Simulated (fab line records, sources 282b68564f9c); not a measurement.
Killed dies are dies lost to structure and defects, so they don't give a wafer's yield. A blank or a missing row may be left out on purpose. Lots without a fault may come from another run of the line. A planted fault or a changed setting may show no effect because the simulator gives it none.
fab line records | flow rit_cmos
record lots=5 wafers=15 last_day=7
route steps=202 shown CONTACT@178 M1@184
lots that met no fault: from a run of the same line without faults
start_h: hours from the record's first day to the start of the lot's first wafer shown | wait_h: hours since the lot's step before | " the same as in the row above | L1.1+2: a row that stands for several wafers | - no value, or no start given | * or withheld: withheld | < > ~ a bound
route shown NAME@n: a module of which the file shows steps, and the number in the route of the first | usual: mean/standard deviation of fault-free wafers | same: alike in all rows | chamber/n: place in a boat | sites: the reading at each site | _std_site: their standard deviation | _edge_site: outer sites' mean less inner sites' | radius_mm: how far each site lies from the wafer's centre | mask NAME#n: copy n | behind: the tool/chamber that last shaped the wafer | hold: why the lot was held/for how many hours/how that ended | device: the transistor (n, p or np) that didn't switch | end of line: the same wafers' tests at the end of the route | a step without rows: its recipe alone | killed: dies lost to structure and defects at the first sort, not the wafer's yield | map: a wafer's dies, x killed, . not, _ none there
set.NAME: the setting as run; set.NAME@STEP: as run at that earlier step | model.NAME: the simulator's own value behind a step, which no gauge read
lots at some steps of the route; a table a step, a row a wafer
services: from which hour (start_h, from the record's first day; less than 0 if before it) a tool's chamber was out of use, for how many hours, and why
## steps
# step RIT_CONTACT_HARDBAKE_10
# recipe resist=NOVOLAK temp_c=140 time_s=60
# usual plate_temp_C=139.97/0.14
# columns lot.wafer tool chamber start_h wait_h plate_temp_C
L075.1 litho_track-03 0 60.86 0.0 139.97
L075.3 " 0 " " 140.20
L075.4 " 0 " " 140.01
L081.2 litho_track-04 0 95.51 0.1 140.19
L081.3 " 0 " " 140.14
L081.5 " 0 " " 140.28
L088.1 litho_track-04 0 127.91 0.0 139.95
L088.2 " 0 " " 140.07
L088.6 " 0 " " 140.05
L092.3 litho_track-04 0 143.25 0.1 140.04
L092.4 " 0 " " 140.24
L092.5 " 0 " " 140.06
L093.3 litho_track-04 0 153.23 0.1 139.92
L093.4 " 0 " " 139.92
L093.6 " 0 " " 139.90
# step RIT_CONTACT_ETCH_11
# recipe target_depth_a=4800 over_etch_frac=0.2 stop_on=TiSi2 chemistry=CHF3/CF4/Ar target=SiO2 CHF3_flow_sccm=50 cf4_flow_sccm=10 Ar_flow_sccm=100 O2_flow_sccm=5 pressure_mtorr=100 rf_w=200 time_s=320
# usual drypump_motor_current_A=5.7/0.49 oes_product_au=0.987/0.017 throttle_valve_pct=8.90/0.13
# same over_etch_frac=0.2
# columns lot.wafer tool chamber start_h wait_h drypump_motor_current_A oes_product_au rf_hours_counter_h throttle_valve_pct
L075.1 rie_diel-01 2 61.01 0.1 5.9 0.977 151 8.67
L075.3 " 3 " " 5.7 0.963 108 8.95
L075.4 " 1 " " 5.3 0.987 - 8.84
L081.2 rie_diel-02 0 95.64 0.1 4.9 0.994 16 9.02
L081.3 " 3 " " 6.4 1.007 56 8.98
L081.5 " 1 " " 6.4 1.004 - 8.72
L088.1 rie_diel-02 2 128.06 0.1 5.9 1.005 50 8.82
L088.2 " 3 " " 6.4 1.013 56 9.00
L088.6 " 1 " " 6.5 1.005 - 8.73
L092.3 rie_diel-01 2 143.35 0.1 5.9 0.964 153 8.71
L092.4 " 3 " " 5.7 0.968 110 8.98
L092.5 " 0 " " 4.9 0.962 - 9.12
L093.3 rie_diel-01 3 153.43 0.2 5.7 0.980 - 8.96
L093.4 " 0 " " 4.9 0.955 - 9.14
L093.6 " 3 " " 5.7 0.974 - 8.94
# step RIT_CONTACT_STRIP_12
# recipe chemistry=O2 time_s=180 resist=NOVOLAK platen_temp_c=withheld power_w=500 pressure_mtorr=4000 o2_flow_sccm=4000
# usual drypump_motor_current_A=5.6/0.55
# columns lot.wafer tool chamber start_h wait_h drypump_motor_current_A rf_hours_counter_h
L075.1 plasma_asher-03 0 61.20 0.1 5.3 41
L075.3 " 0 " " 5.3 -
L075.4 " 1 " " 5.5 -
L081.2 plasma_asher-03 0 95.83 0.1 5.3 45
L081.3 " 1 " " 5.5 -
L081.5 " 1 " " 5.5 -
L088.1 plasma_asher-04 0 128.26 0.1 5.4 48
L088.2 " 1 " " 6.6 48
L088.6 " 0 " " 5.4 -
L092.3 plasma_asher-01 0 143.60 0.2 4.9 -
L092.4 " 1 " " 6.4 -
L092.5 " 0 " " 4.9 -
L093.3 plasma_asher-01 1 153.68 0.2 6.4 -
L093.4 " 0 " " 4.9 -
L093.6 " 0 " " 4.9 -
# step RIT_CONTACT_CD_MEAS_90
# recipe target_cd_nm=1000
# usual cd_nm=999.8/2.3
# columns lot.wafer tool chamber start_h wait_h cd_nm
L075.1 cd_sem-01 - 61.38 0.1 999.2
L075.3 " - " " 1001.3
L075.4 " - " " 1000.3
L081.2 cd_sem-02 - 96.02 0.1 998.3
L081.3 " - " " 996.3
L081.5 " - " " 997.3
L088.1 cd_sem-02 - 128.43 0.1 1000.9
L088.2 " - " " 1000.7
L088.6 " - " " 1001.5
L092.3 cd_sem-02 - 143.76 0.1 1002.1
L092.4 " - " " 1000.4
L092.5 " - " " 1003.6
L093.3 cd_sem-02 - 153.84 0.1 998.5
L093.4 " - " " 998.8
L093.6 " - " " 997.1
# step RIT_CONTACT_CLEAN_13
# recipe chemistry=SC1 mix=3:3:50 time_s=600 temp_c=75
# usual bath_heat_duty_pct=15.7/1.1
# columns lot.wafer tool chamber start_h wait_h bath_heat_duty_pct
L075.1 wet_bench-02 0 61.50 0.1 13.6
L075.3 " 0 " " 13.0
L075.4 " 0 " " 14.2
L081.2 wet_bench-01 0 96.12 0.1 15.3
L081.3 " 0 " " 15.6
L081.5 " 0 " " 14.8
L088.1 wet_bench-02 1 128.55 0.1 15.2
L088.2 " 1 " " 15.8
L088.6 " 1 " " 15.5
L092.3 wet_bench-02 2 143.84 0.1 17.2
L092.4 " 2 " " 17.4
L092.5 " 2 " " 15.5
L093.3 wet_bench-03 0 153.92 0.1 16.2
L093.4 " 0 " " 17.9
L093.6 " 0 " " 17.5
# step RIT_CONTACT_CLEAN_14
# recipe chemistry=SC2 mix=3:3:50 time_s=600 temp_c=75 dry=n2_spin
# usual bath_heat_duty_pct=15.7/1
# columns lot.wafer tool chamber start_h wait_h bath_heat_duty_pct
L075.1 wet_bench-03 0 61.69 0.0 15.9
L075.3 " 0 " " 15.6
L075.4 " 0 " " 15.1
L081.2 wet_bench-02 2 96.30 0.0 15.6
L081.3 " 2 " " 15.8
L081.5 " 2 " " 16.7
L088.1 wet_bench-03 2 128.73 0.0 16.8
L088.2 " 2 " " 16.9
L088.6 " 2 " " 15.9
L092.3 wet_bench-01 3 144.03 0.0 14.7
L092.4 " 3 " " 15.4
L092.5 " 3 " " 14.2
L093.3 wet_bench-01 1 154.11 0.0 17.2
L093.4 " 1 " " 15.7
L093.6 " 1 " " 16.6
# step RIT_M1_SPUTTER_00
# recipe material=Al target_thk_nm=400 power_w=2000 chamber_pressure_pa=0.4 gas=Ar time_s=500 substrate_temp_c=25
# usual throttle_valve_pct=30.2/0.92
# columns lot.wafer tool chamber start_h wait_h throttle_valve_pct
L075.1 pvd_sputter-02 - 61.86 0.0 29.8
L075.3 " - " " 30.9
L075.4 " - " " 30.4
L081.2 pvd_sputter-01 - 96.47 0.0 31.8
L081.3 " - " " 29.4
L081.5 " - " " 32.0
L088.1 pvd_sputter-03 - 128.90 0.0 28.4
L088.2 " - " " 29.8
L088.6 " - " " 29.7
L092.3 pvd_sputter-03 - 144.20 0.0 30.5
L092.4 " - " " 28.5
L092.5 " - " " 31.0
L093.3 pvd_sputter-01 - 154.29 0.0 29.5
L093.4 " - " " 30.3
L093.6 " - " " 30.2
# step RIT_M1_RS_MEAS_01
# recipe thk_meas_gauge=four-point-probe reads=Al_of_M1_SPUTTER_00
# usual M1_AL_RS=0.0731/0.0007
# columns lot.wafer tool chamber start_h wait_h M1_AL_RS[ohm/sq]
L075.1 film_metro-02 - 62.16 0.1 0.0730
L075.3 " - " " 0.0727
L075.4 " - " " 0.0728
L081.2 film_metro-04 - 96.79 0.2 0.0739
L081.3 " - " " 0.0736
L081.5 " - " " 0.0728
L088.1 film_metro-04 - 129.20 0.1 0.0707
L088.2 " - " " 0.0721
L088.6 " - " " 0.0724
L092.3 film_metro-04 - 144.57 0.2 0.0732
L092.4 " - " " 0.0731
L092.5 " - " " 0.0734
L093.3 film_metro-04 - 154.62 0.2 0.0733
L093.4 " - " " 0.0732
L093.6 " - " " 0.0732
# step RIT_M1_THK_MEAS_02
# recipe thk_meas_gauge=xrf reads=Al_of_M1_SPUTTER_00
# usual M1_AL_THK=397/3.6
# columns lot.wafer tool chamber start_h wait_h M1_AL_THK[nm]
L075.1 film_metro-02 - 62.28 0.1 397
L075.3 " - " " 397
L075.4 " - " " 396
L081.2 film_metro-04 - 96.90 0.1 393
L081.3 " - " " 393
L081.5 " - " " 399
L088.1 film_metro-04 - 129.32 0.1 410
L088.2 " - " " 400
L088.6 " - " " 398
L092.3 film_metro-04 - 144.67 0.1 398
L092.4 " - " " 396
L092.5 " - " " 394
L093.3 film_metro-04 - 154.72 0.1 397
L093.4 " - " " 397
L093.6 " - " " 394
# step RIT_M1_HMDS_03
# recipe prime_time_s=60 prime_temp_c=140
# columns lot.wafer tool chamber start_h wait_h
L075.1+3+4 litho_track-04 0 62.34 0.1
L081.2+3+5 litho_track-03 0 96.97 0.1
L088.1+2+6 litho_track-03 0 129.38 0.1
L092.3+4+5 litho_track-03 0 144.76 0.1
L093.3+4+6 litho_track-02 0 154.81 0.1
# step RIT_M1_COAT_04
# recipe resist=NOVOLAK spin_rpm=2000 resist_thk_nm=1300
# columns lot.wafer tool chamber start_h wait_h
L075.1+3+4 litho_track-04 0 62.49 0.1
L081.2+3+5 litho_track-03 0 97.12 0.1
L088.1+2+6 litho_track-03 0 129.53 0.1
L092.3+4+5 litho_track-03 0 144.91 0.1
L093.3+4+6 litho_track-02 0 154.96 0.1
# step RIT_M1_SOFTBAKE_05
# recipe resist=NOVOLAK temp_c=90 time_s=60
# usual plate_temp_C=89.98/0.13
# columns lot.wafer tool chamber start_h wait_h plate_temp_C
L075.1 litho_track-04 0 62.64 0.1 89.97
L075.3 " 0 " " 90.01
L075.4 " 0 " " 89.93
L081.2 litho_track-03 0 97.27 0.1 89.90
L081.3 " 0 " " 90.05
L081.5 " 0 " " 89.98
L088.1 litho_track-03 0 129.68 0.1 89.78
L088.2 " 0 " " 89.81
L088.6 " 0 " " 89.98
L092.3 litho_track-03 0 145.06 0.1 89.94
L092.4 " 0 " " 89.85
L092.5 " 0 " " 89.83
L093.3 litho_track-02 0 155.11 0.1 90.09
L093.4 " 0 " " 89.88
L093.6 " 0 " " 89.95
# step RIT_M1_EXPOSE_06
# recipe mask_id=M12 na=0.6 source_shape=conventional sigma_outer=0.5 target_cd_nm=2600 dose_mj=250
# usual exposure_dose_mJ_cm2=251.01/0.26 focus_offset_nm=0.0/0.48 reticle_temp_C=22.98/0.11
# columns lot.wafer tool chamber start_h wait_h mask exposure_dose_mJ_cm2 focus_offset_nm reticle_temp_C
L075.1 iline_stepper-02 0 62.79 0.1 M12#0 251.13 0.0 22.88
L075.3 " 0 " " M12#0 251.05 -0.3 22.99
L075.4 " 0 " " M12#0 251.32 -0.2 22.88
L081.2 iline_stepper-01 0 97.42 0.1 M12#0 250.70 -0.1 23.15
L081.3 " 0 " " M12#0 250.98 -0.1 23.09
L081.5 " 0 " " M12#0 250.89 -0.8 23.16
L088.1 iline_stepper-02 0 129.83 0.1 M12#0 251.05 0.1 22.94
L088.2 " 0 " " M12#0 251.18 1.2 22.96
L088.6 " 0 " " M12#0 251.19 0.3 22.82
L092.3 iline_stepper-01 0 145.33 0.2 M12#0 250.72 -0.2 22.82
L092.4 " 0 " " M12#0 251.02 0.0 22.88
L092.5 " 0 " " M12#0 250.88 0.2 22.97
L093.3 iline_stepper-01 0 155.25 0.1 M12#0 250.82 -0.3 23.02
L093.4 " 0 " " M12#0 250.85 0.0 23.16
L093.6 " 0 " " M12#0 250.84 0.5 23.03
# step RIT_M1_PEB_07
# recipe resist=NOVOLAK temp_c=withheld time_s=withheld
# columns lot.wafer tool chamber start_h wait_h
L075.1+3+4 litho_track-02 0 62.90 0.1
L081.2+3+5 litho_track-04 0 97.54 0.1
L088.1+2+6 litho_track-03 0 129.95 0.1
L092.3+4+5 litho_track-03 0 145.45 0.1
L093.3+4+6 litho_track-03 0 155.43 0.2
# step RIT_M1_DEVELOP_08
# recipe resist=NOVOLAK develop_time_s=68 dev_temp_c=23.4
# columns lot.wafer tool chamber start_h wait_h
L075.1+3+4 litho_track-02 0 - -
L081.2+3+5 litho_track-04 0 - -
L088.1+2+6 litho_track-03 0 - -
L092.3+4+5 litho_track-03 0 - -
L093.3+4+6 litho_track-03 0 - -
# step RIT_M1_CD_MEAS_09
# recipe target_cd_nm=2600
# usual cd_nm=2600.2/2
# columns lot.wafer tool chamber start_h wait_h cd_nm
L075.1 cd_sem-02 - 63.22 - 2596.3
L075.3 " - " " 2597.7
L075.4 " - " " 2600.3
L081.2 cd_sem-01 - 97.85 - 2601.4
L081.3 " - " " 2600.7
L081.5 " - " " 2599.0
L088.1 cd_sem-01 - 130.26 - 2599.7
L088.2 " - " " 2600.4
L088.6 " - " " 2602.3
L092.3 cd_sem-01 - 145.76 - 2601.8
L092.4 " - " " 2602.7
L092.5 " - " " 2603.5
L093.3 cd_sem-01 - 155.73 - 2602.9
L093.4 " - " " 2602.1
L093.6 " - " " 2602.7
# step RIT_M1_OVL_MEAS_10
# usual M1_OVL=0.1/1.4
# columns lot.wafer tool chamber start_h wait_h M1_OVL[nm]
L075.1 overlay-01 - 63.34 0.1 -0.6
L075.3 " - " " -0.3
L075.4 " - " " 1.3
L081.2 overlay-02 - 97.96 0.1 0.5
L081.3 " - " " -0.8
L081.5 " - " " 0.1
L088.1 overlay-01 - 130.38 0.1 3.6
L088.2 " - " " 0.7
L088.6 " - " " 3.2
L092.3 overlay-01 - 145.85 0.1 1.4
L092.4 " - " " 2.0
L092.5 " - " " 1.4
L093.3 overlay-01 - 155.82 0.1 1.7
L093.4 " - " " -0.3
L093.6 " - " " 0.7
# step RIT_M1_HARDBAKE_11
# recipe resist=NOVOLAK temp_c=140 time_s=120
# usual plate_temp_C=140.03/0.13
# columns lot.wafer tool chamber start_h wait_h plate_temp_C
L075.1 litho_track-02 0 63.37 0.0 140.04
L075.3 " 0 " " 140.04
L075.4 " 0 " " 140.00
L081.2 litho_track-02 0 98.12 0.2 140.19
L081.3 " 0 " " 140.02
L081.5 " 0 " " 140.14
L088.1 litho_track-04 0 130.41 0.0 139.95
L088.2 " 0 " " 139.94
L088.6 " 0 " " 139.88
L092.3 litho_track-02 0 145.96 0.1 140.08
L092.4 " 0 " " 140.02
L092.5 " 0 " " 140.04
L093.3 litho_track-03 0 155.93 0.1 140.00
L093.4 " 0 " " 140.21
L093.6 " 0 " " 139.94
# step RIT_M1_METAL_ETCH_12
# recipe stop_on=SiO2 chemistry=Cl2/BCl3 target=Al time_s=165 over_etch_frac=0.5 pressure_mtorr=100 target_depth_a=6000 rf_w=250 Cl2_flow_sccm=60 bcl3_flow_sccm=50
# usual bcl3_flow_sccm=49.99/0.15 drypump_motor_current_A=5.50/0.26 oes_product_au=0.781/0.015 throttle_valve_pct=8.16/0.11
# same over_etch_frac=0.5
# columns lot.wafer tool chamber start_h wait_h bcl3_flow_sccm drypump_motor_current_A oes_product_au rf_hours_counter_h throttle_valve_pct
L075.1 rie_metal-02 1 63.62 0.2 50.15 5.57 0.770 1 8.28
L075.3 " 0 " " 49.97 5.23 0.783 - 8.08
L075.4 " 1 " " 50.20 5.58 0.776 - 8.27
L081.2 rie_metal-02 1 98.33 0.2 50.09 5.54 0.766 1 8.28
L081.3 " 1 " " 50.07 5.51 0.771 - 8.28
L081.5 " 1 " " 50.06 5.52 0.762 - 8.27
L088.1 rie_metal-01 1 130.66 0.2 50.07 5.50 0.810 38 8.33
L088.2 " 0 " " 50.16 5.38 0.791 34 8.21
L088.6 " 0 " " 49.99 5.38 0.791 - 8.19
L092.3 rie_metal-02 0 146.18 0.2 49.86 5.24 0.776 - 8.11
L092.4 " 1 " " 50.16 5.56 0.769 - 8.26
L092.5 " 1 " " 50.10 5.57 0.771 - 8.27
L093.3 rie_metal-03 1 156.15 0.2 49.94 6.05 0.762 - 8.02
L093.4 " 0 " " 49.99 5.33 0.806 - 8.09
L093.6 " 0 " " 49.90 5.31 0.800 - 8.11
# step RIT_M1_STRIP_13
# recipe chemistry=nmp resist=NOVOLAK temp_c=80 time_s=600 dry=n2_spin
# usual bath_heat_duty_pct=17.6/1.5
# columns lot.wafer tool chamber start_h wait_h bath_heat_duty_pct
L075.1 wet_bench-03 2 63.78 0.1 16.6
L075.3 " 2 " " 17.6
L075.4 " 2 " " 19.4
L081.2 wet_bench-03 2 98.49 0.1 17.3
L081.3 " 2 " " 17.7
L081.5 " 2 " " 19.7
L088.1 wet_bench-01 1 130.83 0.1 18.4
L088.2 " 1 " " 19.4
L088.6 " 1 " " 18.6
L092.3 wet_bench-04 2 146.29 0.1 16.0
L092.4 " 2 " " 17.6
L092.5 " 2 " " 15.5
L093.3 wet_bench-03 3 156.26 0.1 16.1
L093.4 " 3 " " 18.5
L093.6 " 3 " " 16.2
# step RIT_M1_STRIP_14
# recipe chemistry=O2 time_s=180 platen_temp_c=withheld power_w=500 pressure_mtorr=4000 o2_flow_sccm=4000
# usual drypump_motor_current_A=5.7/0.66
# columns lot.wafer tool chamber start_h wait_h drypump_motor_current_A rf_hours_counter_h
L075.1 plasma_asher-04 1 63.96 0.0 6.6 40
L075.3 " 1 " " 6.6 -
L075.4 " 0 " " 5.4 -
L081.2 plasma_asher-04 1 98.67 0.0 6.6 44
L081.3 " 1 " " 6.7 -
L081.5 " 1 " " 6.6 -
L088.1 plasma_asher-02 0 131.00 0.0 5.4 50
L088.2 " 1 " " 5.1 50
L088.6 " 1 " " 5.1 -
L092.3 plasma_asher-01 0 146.52 0.1 4.9 -
L092.4 " 1 " " 6.4 -
L092.5 " 0 " " 4.9 -
L093.3 plasma_asher-02 0 156.49 0.1 5.4 -
L093.4 " 1 " " 5.1 -
L093.6 " 0 " " 5.4 -
# step RIT_M1_CD_MEAS_90
# recipe target_cd_nm=2600
# usual cd_nm=2600.2/2.4
# columns lot.wafer tool chamber start_h wait_h cd_nm
L075.1 cd_sem-02 - 64.13 0.1 2595.9
L075.3 " - " " 2599.0
L075.4 " - " " 2599.5
L081.2 cd_sem-01 - 98.86 0.1 2601.0
L081.3 " - " " 2599.6
L081.5 " - " " 2598.9
L088.1 cd_sem-02 - 131.18 0.1 2597.1
L088.2 " - " " 2600.0
L088.6 " - " " 2603.0
L092.3 cd_sem-02 - 146.68 0.1 2602.6
L092.4 " - " " 2602.6
L092.5 " - " " 2603.6
L093.3 cd_sem-02 - 156.65 0.1 2600.3
L093.4 " - " " 2602.1
L093.6 " - " " 2602.7
# step RIT_M1_ANNEAL_15
# recipe temp_c=447.6 time_s=1800 ambient=forming_gas_H2N2
# usual spike_tc_centre_C=451.1/0.96 spike_tc_load_C=472.0/0.98 tube_center_temp_C=447.6/0.04
# columns lot.wafer tool chamber start_h wait_h spike_tc_centre_C spike_tc_load_C tube_center_temp_C
L075.1 furnace-02 0 64.25 0.1 451.5 473.2 447.61
L075.3 " 0 " " 452.1 470.5 447.61
L075.4 " 0 " " 450.6 472.8 447.65
L081.2 furnace-02 0 98.96 0.1 451.5 472.1 447.56
L081.3 " 0 " " 451.6 473.0 447.58
L081.5 " 0 " " 450.1 472.2 447.62
L088.1 furnace-02 0 131.30 0.1 450.1 471.0 447.58
L088.2 " 0 " " 449.7 471.1 447.56
L088.6 " 0 " " 450.8 471.1 447.6
L092.3 furnace-02 0 146.76 0.1 449.2 472.4 447.55
L092.4 " 0 " " 452.8 472.5 447.56
L092.5 " 0 " " 452.8 471.9 447.58
L093.3 furnace-02 0 156.73 0.1 450.8 471.0 447.55
L093.4 " 0 " " 451.5 471.9 447.56
L093.6 " 0 " " 451.6 474.2 447.63
# step RIT_M1_BOW_MEAS_16
# recipe mode=bow
# usual M1_BOW=17/6.3
# columns lot.wafer tool chamber start_h wait_h M1_BOW[um]
L075.1 film_metro-02 - 65.75 0.0 10
L075.3 " - " " 19
L075.4 " - " " 13
L081.2 film_metro-04 - 100.48 0.0 13
L081.3 " - " " 5
L081.5 " - " " 19
L088.1 film_metro-04 - 132.80 0.0 17
L088.2 " - " " 16
L088.6 " - " " 22
L092.3 film_metro-02 - 148.30 0.0 32
L092.4 " - " " 16
L092.5 " - " " 15
L093.3 film_metro-01 - 158.27 0.0 13
L093.4 " - " " 21
L093.6 " - " " 21
# step RIT_M1_PROBE_99
# usual defect_limited_yield=97.7/1.2 killed_at_front_end=6/3.1 killed_dies=6/3.1 killed_on_rim=1.6/1.4 killed_open=2.9/2 killed_short=3.3/2 sort_bin_3_pad_short=0.1/0.2 sort_bin_5_function=1.3/0.81 sort_bin_6_memory=0.9/0.61 sort_n_pass=258/3.1 sort_yield_pct=97.7/1.2
# same gross_dies=264 killed_at_M0_to_M3=0 killed_at_M4_up=0 killed_at_back_side=0 killed_at_contacts=0 killed_at_other=0
# columns lot.wafer tool chamber start_h wait_h defect_limited_yield[%] killed_at_front_end killed_dies killed_on_rim killed_open killed_short sort_bin_3_pad_short[%] sort_bin_5_function[%] sort_bin_6_memory[%] sort_n_pass sort_yield_pct[%]
L075.1 prober-01 - 65.87 0.1 98.9 3 3 1 1 2 0.4 0 0.8 261 98.9
L075.3 prober-01 - 65.97 0.2 97.7 6 6 1 5 1 0 2.3 0 258 97.7
L075.4 prober-01 - 66.02 0.2 97.3 7 7 2 3 4 0.4 2.3 0 257 97.3
L081.2 prober-01 - 100.63 0.1 99.6 1 1 0 0 1 0 0.4 0 263 99.6
L081.3 prober-01 - 100.68 0.2 98.1 5 5 1 2 3 0 1.5 0.4 259 98.1
L081.5 prober-01 - 100.78 0.2 97.3 7 7 2 1 6 0.4 0.8 1.5 257 97.3
L088.1 prober-02 - 132.92 0.1 97.0 8 8 3 5 3 0 2.3 0.8 256 97.0
L088.2 prober-02 - 132.97 0.1 95.8 11 11 2 5 6 0 2.7 1.5 253 95.8
L088.6 prober-02 - 133.17 0.2 96.6 9 9 4 2 6 0 2.3 1.1 255 96.6
L092.3 prober-02 - 148.48 0.2 98.9 3 3 1 1 2 0 0.8 0.4 261 98.9
L092.4 prober-02 - 148.53 0.2 98.5 4 4 1 1 3 0 0.8 0.8 260 98.5
L092.5 prober-02 - 148.58 0.2 99.2 2 2 0 0 2 0.4 0.4 0 262 99.2
L093.3 prober-01 - 158.45 0.2 96.2 10 10 2 5 5 0 1.9 1.9 254 96.2
L093.4 prober-01 - 158.50 0.2 99.2 2 2 2 0 2 0 0.4 0.4 262 99.2
L093.6 prober-01 - 158.60 0.2 96.2 10 10 4 9 1 0 3.0 0.8 254 96.2
# killed by level:class
L075.1 GATE:geometric_particle:short=2 GATE:geometric_particle:open=1
L075.3 GATE:geometric_particle:open=2 ACTIVE:geometric_particle:open=1 FOX2:geometric_particle:open=1 SPACER:geometric_particle:short=1 SILICIDE:geometric_particle:open=1
L075.4 GATE:geometric_particle:short=2 SILICIDE:geometric_particle:open=2 FOX1:geometric_particle:short=1 GATE:geometric_particle:open=1 SILICIDE:geometric_particle:short=1
L081.2 FOX1:geometric_particle:short=1
L081.3 FOX1:geometric_particle:short=2 FOX1:geometric_particle:open=1 GATE:geometric_particle:short=1 REOX:geometric_particle:open=1
L081.5 GATE:geometric_particle:short=3 SILICIDE:geometric_particle:short=2 FOX2:geometric_particle:short=1 SPACER:geometric_particle:open=1
L088.1 FOX1:geometric_particle:open=2 GATE:geometric_particle:open=2 FOX2:geometric_particle:short=1 GATE:geometric_particle:short=1 SILICIDE:geometric_particle:open=1 SILICIDE:geometric_particle:short=1
L088.2 SPACER:geometric_particle:short=3 FOX1:geometric_particle:open=2 SILICIDE:geometric_particle:short=2 GATE:geometric_particle:short=1 GATE:geometric_particle:open=1 SPACER:geometric_particle:open=1 SILICIDE:geometric_particle:open=1
L088.6 FOX1:geometric_particle:short=2 GATE:geometric_particle:open=2 REOX:geometric_particle:short=2 GATE:geometric_particle:short=1 SPACER:geometric_particle:short=1 ACTIVE:coat_microbubble_printed=1
L092.3 FOX1:geometric_particle:short=1 GATE:geometric_particle:open=1 SILICIDE:geometric_particle:short=1
L092.4 GATE:geometric_particle:open=1 GATE:geometric_particle:short=1 REOX:geometric_particle:short=1 SILICIDE:geometric_particle:short=1
L092.5 SILICIDE:geometric_particle:short=2
L093.3 FOX2:geometric_particle:short=2 FOX1:geometric_particle:short=1 FOX1:geometric_particle:open=1 FOX2:geometric_particle:open=1 GATE:geometric_particle:open=1 GATE:geometric_particle:short=1 REOX:geometric_particle:open=1 SPACER:geometric_particle:open=1
L093.4 FOX1:geometric_particle:short=1 REOX:geometric_particle:short=1
L093.6 GATE:geometric_particle:open=4 FOX1:geometric_particle:open=2 FOX2:geometric_particle:open=2 REOX:geometric_particle:open=1 SPACER:geometric_particle:short=1
## services
# columns tool chamber start_h hours kind
rie_diel-02 0 51.74 13.6 repair
rie_metal-03 1 52.90 10.5 repair
plasma_asher-02 - 71.80 14.6 pm
rie_metal-02 - 73.94 0.8 repair
pvd_sputter-03 - 75.64 2.5 repair
wet_bench-03 - 78.89 1.9 pm
rie_metal-02 - 82.15 1.3 repair
rie_diel-01 1 86.71 - clean
rie_diel-01 1 86.71 - consumable_replace:esc
rie_diel-01 1 86.71 20.6 scheduled_down
rie_diel-01 1 86.71 20.6 vent_cycle
plasma_asher-03 - 88.64 1.2 repair
iline_stepper-01 - 101.83 2.6 repair
iline_stepper-02 - 104.42 1.7 pm
plasma_asher-03 - 108.75 9.0 pm
plasma_asher-03 0 108.75 9.0 vent_cycle
plasma_asher-03 1 108.75 9.0 vent_cycle
rie_diel-01 2 114.80 1.8 repair
iline_stepper-01 - 122.23 1.7 pm
rie_metal-01 - 136.12 20.0 pm
rie_diel-01 2 144.00 - clean
rie_diel-01 2 144.00 28.4 scheduled_down
rie_diel-01 2 144.00 28.4 vent_cycle
rie_diel-01 1 149.95 4.8 repair
## key
fault none
